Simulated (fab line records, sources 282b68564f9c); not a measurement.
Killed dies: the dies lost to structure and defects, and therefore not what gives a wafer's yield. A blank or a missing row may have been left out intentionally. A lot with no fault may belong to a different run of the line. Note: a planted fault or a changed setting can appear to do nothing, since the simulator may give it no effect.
fab line records + flow ritCmos
record
- lots=14
- wafers=42
- lastDay=7
route steps=202 shown NSD@139
lots with no fault: from the same line, run without faults
startH: start of the lot's first displayed wafer, in hours after the record's first day + waitH: time in hours since the lot's previous step + " identical to the entry in the row above + L1.1+2: one row covering several wafers at once + - no value, or no start was given + * or withheld: withheld + < > ~ a bound
route shown NAME@n: a module of which the file shows steps, and the number in the route of the first + usual: average and standard deviation across the fault-free wafers + same: alike in all rows + chamber/n: place in a boat + sites: the reading at each site + _std_site: standard deviation across them + _edge_site: mean of outer sites minus mean of inner sites + radiusMm: for every site, how far away it sits from the centre of the wafer + mask NAME#n: copy n + behind: the tool/chamber that last shaped the wafer + hold: what put the lot on hold/how long, in hours/how the hold closed + device: which transistor (n, p or np) failed to switch + end of line: tests run on the same wafers once the route is complete + for a step that has no rows: nothing shown but its recipe + killed: not the wafer's yield, but the dies lost to structure and defects at the first sort + map: the dies of a wafer, with x for killed, . for not killed, _ for no die there
set.NAME: the run value of the setting; set.NAME@STEP: its run value at that earlier step + model.NAME: the simulator's own value behind a step, which no gauge read
one table for each step of the route and one row for each wafer, over a sample of lots
services: when a tool's chamber went out of use (startH, in hours from the record's first day, below 0 if earlier), for how many hours, and the reason
## steps
# step RIT_NSD_IMPLANT_08
# recipe
- species=P
- energyKev=25
- doseCm2=1e+15
- tiltDeg=7
# usual
- beamEnergyKeV=25.001/0.0069
- doseIonsCm2=9.999e+14/9.9e+11
- tiltDeg=6.999/0.019
| lot.wafer | tool         | chamber | startH | waitH | beamEnergyKeV | doseIonsCm2 | tiltDeg |
|-----------|--------------|---------|--------|-------|---------------|-------------|---------|
| L609.2    | implanter-02 | 0       | 48.44  | 0.1   | 24.978        | 1.0013e+15  | 6.999   |
| L609.4    | "            | 0       | "      | "     | 24.989        | 9.991e+14   | 6.983   |
| L609.6    | "            | 0       | "      | "     | 24.993        | 1.001e+15   | 6.991   |
| L610.1    | implanter-04 | 0       | 52.86  | 0.1   | 25.017        | 9.989e+14   | 6.969   |
| L610.3    | "            | 0       | "      | "     | 25.000        | 9.996e+14   | 6.981   |
| L610.5    | "            | 0       | "      | "     | 25.007        | 1.0011e+15  | 7.002   |
| L612.1    | implanter-03 | 0       | 62.61  | 0.1   | 25.004        | 1.0005e+15  | 7.035   |
| L612.4    | "            | 0       | "      | "     | 25.008        | 9.999e+14   | 7.013   |
| L612.5    | "            | 0       | "      | "     | 24.995        | 1.0003e+15  | 7.010   |
| L613.2    | implanter-03 | 0       | 68.14  | 0.1   | 25.000        | 1.0025e+15  | 6.980   |
| L613.3    | "            | 0       | "      | "     | 25.004        | 1.0009e+15  | 6.983   |
| L613.5    | "            | 0       | "      | "     | 24.998        | 1.0001e+15  | 6.996   |
| L616.3    | implanter-03 | 0       | 81.32  | 0.1   | 24.994        | 1e+15       | 8.161   |
| L616.4    | "            | 0       | "      | "     | 24.993        | 9.994e+14   | 8.141   |
| L616.6    | "            | 0       | "      | "     | 25.007        | 9.976e+14   | 8.151   |
| L618.3    | implanter-02 | 0       | 95.08  | 0.1   | 25.007        | 1.0011e+15  | 6.988   |
| L618.4    | "            | 0       | "      | "     | 24.990        | 9.987e+14   | 7.000   |
| L618.6    | "            | 0       | "      | "     | 25.004        | 9.993e+14   | 7.008   |
| L619.3    | implanter-03 | 0       | 102.63 | 0.1   | 25.004        | 1.0011e+15  | 8.144   |
| L619.4    | "            | 0       | "      | "     | 24.990        | 1.001e+15   | 8.150   |
| L619.5    | "            | 0       | "      | "     | 25.002        | 9.995e+14   | 8.152   |
| L623.1    | implanter-02 | 0       | 123.26 | 0.1   | 24.996        | 9.977e+14   | 7.017   |
| L623.3    | "            | 0       | "      | "     | 24.996        | 9.992e+14   | 7.016   |
| L623.5    | "            | 0       | "      | "     | 25.000        | 9.998e+14   | 6.995   |
| L625.1    | implanter-02 | 0       | 130.18 | 0.1   | 25.001        | 1.0008e+15  | 6.935   |
| L625.3    | "            | 0       | "      | "     | 25.013        | 1.0005e+15  | 6.998   |
| L625.5    | "            | 0       | "      | "     | 25.009        | 9.999e+14   | 7.008   |
| L627.3    | implanter-04 | 0       | 138.50 | 0.1   | 24.999        | 1.0002e+15  | 7.014   |
| L627.4    | "            | 0       | "      | "     | 25.005        | 1.0001e+15  | 6.979   |
| L627.5    | "            | 0       | "      | "     | 25.006        | 1.0009e+15  | 7.000   |
| L628.1    | implanter-04 | 0       | 143.26 | 0.1   | 25.004        | 1.0001e+15  | 6.972   |
| L628.5    | "            | 0       | "      | "     | 25.000        | 9.992e+14   | 7.005   |
| L628.6    | "            | 0       | "      | "     | 25.011        | 1.0013e+15  | 6.993   |
| L630.2    | implanter-04 | 0       | 153.73 | 0.1   | 24.997        | 9.987e+14   | 7.008   |
| L630.4    | "            | 0       | "      | "     | 24.991        | 9.98e+14    | 7.017   |
| L630.5    | "            | 0       | "      | "     | 24.994        | 9.987e+14   | 7.024   |
| L631.1    | implanter-04 | 0       | 158.30 | 0.1   | 25.008        | 1.0001e+15  | 6.981   |
| L631.2    | "            | 0       | "      | "     | 25.005        | 1.0008e+15  | 7.027   |
| L631.4    | "            | 0       | "      | "     | 25.021        | 1.0019e+15  | 7.005   |
| L632.1    | implanter-04 | 0       | 162.69 | 0.1   | 25.003        | 1.0005e+15  | 6.990   |
| L632.2    | "            | 0       | "      | "     | 24.995        | 1.0019e+15  | 6.992   |
| L632.3    | "            | 0       | "      | "     | 24.989        | 1.0002e+15  | 6.946   |
# step RIT_SDANNEAL_RS_MEAS_05
# recipe
- thkMeasGauge=four-point-probe
# usual
- NSD_RS=84.43/0.28
| lot.wafer | tool         | chamber | startH | waitH | NSD_RS[ohm/sq] |
|-----------|--------------|---------|--------|-------|----------------|
| L609.2    | filmMetro-04 | -       | 50.91  | 0.1   | 84.24          |
| L609.4    | "            | -       | "      | "     | 84.36          |
| L609.6    | "            | -       | "      | "     | 84.19          |
| L610.1    | filmMetro-04 | -       | 55.34  | 0.1   | 85.12          |
| L610.3    | "            | -       | "      | "     | 85.15          |
| L610.5    | "            | -       | "      | "     | 84.87          |
| L612.1    | filmMetro-04 | -       | 65.33  | 0.1   | 84.67          |
| L612.4    | "            | -       | "      | "     | 84.64          |
| L612.5    | "            | -       | "      | "     | 84.44          |
| L613.2    | filmMetro-02 | -       | 70.61  | 0.1   | 84.58          |
| L613.3    | "            | -       | "      | "     | 84.30          |
| L613.5    | "            | -       | "      | "     | 84.24          |
| L616.3    | filmMetro-04 | -       | 83.70  | 0.1   | -              |
| L616.4    | "            | -       | "      | "     | -              |
| L616.6    | "            | -       | "      | "     | -              |
| L618.3    | filmMetro-04 | -       | 97.77  | 0.1   | 84.42          |
| L618.4    | "            | -       | "      | "     | 84.08          |
| L618.6    | "            | -       | "      | "     | 84.26          |
| L619.3    | filmMetro-03 | -       | 105.42 | 0.1   | -              |
| L619.4    | "            | -       | "      | "     | -              |
| L619.5    | "            | -       | "      | "     | -              |
| L623.1    | filmMetro-03 | -       | 125.76 | 0.1   | 84.71          |
| L623.3    | "            | -       | "      | "     | 84.67          |
| L623.5    | "            | -       | "      | "     | 84.56          |
| L625.1    | filmMetro-04 | -       | 132.61 | 0.1   | 84.65          |
| L625.3    | "            | -       | "      | "     | 84.79          |
| L625.5    | "            | -       | "      | "     | 85.00          |
| L627.3    | filmMetro-03 | -       | 141.00 | 0.1   | 84.61          |
| L627.4    | "            | -       | "      | "     | 84.15          |
| L627.5    | "            | -       | "      | "     | 84.65          |
| L628.1    | filmMetro-03 | -       | 145.63 | 0.1   | 83.99          |
| L628.5    | "            | -       | "      | "     | 84.20          |
| L628.6    | "            | -       | "      | "     | 84.05          |
| L630.2    | filmMetro-04 | -       | 156.25 | 0.1   | 84.54          |
| L630.4    | "            | -       | "      | "     | 84.42          |
| L630.5    | "            | -       | "      | "     | 84.29          |
| L631.1    | filmMetro-02 | -       | 160.69 | 0.1   | 84.80          |
| L631.2    | "            | -       | "      | "     | 84.69          |
| L631.4    | "            | -       | "      | "     | 84.64          |
| L632.1    | filmMetro-02 | -       | 165.18 | 0.1   | 84.53          |
| L632.2    | "            | -       | "      | "     | 84.63          |
| L632.3    | "            | -       | "      | "     | 84.64          |
## services
| tool         | chamber | startH | hours | kind   |
|--------------|---------|--------|-------|--------|
| implanter-04 | -       | 61.84  | 4.6   | repair |
| implanter-04 | -       | 62.46  | 3.3   | repair |
| implanter-02 | -       | 108.95 | 2.0   | repair |
| implanter-03 | -       | 112.80 | 3.0   | repair |
| implanter-03 | -       | 128.96 | 4.0   | pm     |
| implanter-04 | -       | 132.03 | 0.7   | repair |
## key
firstSign
- step=RIT_NSD_IMPLANT_08
- reading=tiltDeg
- direction=up
- sigmas=61
- usual=6.999
- struck=8.150
effect
- step=RIT_SDANNEAL_RS_MEAS_05
- reading=NSD_RS
- direction=missing
metAt RIT_NSD_IMPLANT_08
struckLots L616,L619
testerLeftOut L616,L619
onsetBetween 68.14 81.32
fault
- kind=processParameterDrift
- tool=implanter-03
- chamber=-
- onsetH=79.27
- steps=RIT_NSD_IMPLANT_08
- channel=tiltDeg
- offset=1.1462
- shape=step
- endH=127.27
- actsIn=theseRecipesOnly
- stated=7
# testerLeftOut: of these lots the tester's yield and bins aren't shown, on N5 and GAA mostly nor the transistor test; their killed dies are dies lost to structure and defects alone, not to doping, threshold or leakage, so they don't give the yield
